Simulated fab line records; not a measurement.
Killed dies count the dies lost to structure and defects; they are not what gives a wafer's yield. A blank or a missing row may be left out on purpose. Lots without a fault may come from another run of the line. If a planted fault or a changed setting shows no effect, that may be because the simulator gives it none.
What tool caused it? + flow berkeley_cmos170 + 7 lots with 21 wafers sampled at 4 steps, on a route of 331 steps

## WHAT EACH GAUGE READ, for each wafer
UCB170_SACOX_THK_MEAS_02.
| lot  | measured    | on            | SACOX_OXIDE_THK (nm) |
|------|-------------|---------------|----------------------|
| L307 | day 4 22:28 | film_metro-02 | 14.34 14.34 13.98    |
| L310 | day 5 15:04 | film_metro-02 | 14.05 14.42 14.29    |
| L315 | day 6 20:38 | film_metro-01 | 14.84 14.75 14.66    |
| L317 | day 6 20:37 | film_metro-04 | 14.35 14.37 14.26    |
| L323 | day 8 08:04 | film_metro-01 | 14.31 14.17 14.20    |
| L325 | day 8 17:20 | film_metro-01 | 14.61 14.70 14.85    |
| L328 | day 9 16:14 | film_metro-04 | 13.52 13.67 13.85    |

## TOOL THAT RAN EACH LOT (tool first, then ch and the chambers of the sampled wafers, then the start)
| lot  | UCB170_ZERO_ETCH_06               | UCB170_NWELL_ETCH_13              | UCB170_PFIELD_IMPLANT_07       |
|------|-----------------------------------|-----------------------------------|--------------------------------|
| L307 | rie_diel-03 ch 1,2, day 2 01:02   | rie_diel-04 ch 0,1,2, day 2 14:26 | implanter-01 ch 0, day 4 05:53 |
| L310 | rie_diel-01 ch 0,2,3, day 2 14:48 | rie_diel-04 ch 0,2,3, day 3 01:29 | implanter-02 ch 0, day 5 01:53 |
| L315 | rie_diel-01 ch 0,2,3, day 3 15:19 | rie_diel-04 ch 0,1,2, day 4 00:39 | implanter-01 ch 0, day 6 06:44 |
| L317 | rie_diel-01 ch 0,1,3, day 3 23:50 | rie_diel-02 ch 0,1,3, day 4 09:35 | implanter-04 ch 0, day 6 06:26 |
| L323 | rie_diel-01 ch 0,3, day 5 05:18   | rie_diel-01 ch 0,3, day 5 16:30   | implanter-04 ch 0, day 7 10:31 |
| L325 | rie_diel-03 ch 1,3, day 5 14:36   | rie_diel-01 ch 0,2,3, day 6 01:59 | implanter-02 ch 0, day 8 00:41 |
| L328 | rie_diel-03 ch 0,2, day 6 08:46   | rie_diel-01 ch 2,3, day 6 20:34   | implanter-02 ch 0, day 8 17:37 |
- UCB170_ZERO_ETCH_06: etches SiO2 in CHF3/CF4/Ar, time 12 s.
- UCB170_NWELL_ETCH_13: etches Si3N4 in CH3F/Ar/O2, stops on SiO2, target depth 246.4 nm, time 154 s.
- UCB170_PFIELD_IMPLANT_07

## THE ANSWER, worked out from the rows above alone
Rule: what is usual is taken from the lots themselves. Put in order of their means at a reading, lots are off if they are a third of the lots or fewer, leave a main group of 4 or more, and stand apart from it by a gap of 3 or more times the standard deviation of the main group's means; of several such gaps the widest counts. If all means in a main group match to the digits the tables above print for the reading, that group is not used. Also off: a lot with no number at a reading for which 4 or more lots have one. Where the step has rows for the other lots, those lots are counted as sound.
No lot is off on any of the readings shown, so nothing can be concluded from this.

## WHAT THE SIMULATOR PUT IN
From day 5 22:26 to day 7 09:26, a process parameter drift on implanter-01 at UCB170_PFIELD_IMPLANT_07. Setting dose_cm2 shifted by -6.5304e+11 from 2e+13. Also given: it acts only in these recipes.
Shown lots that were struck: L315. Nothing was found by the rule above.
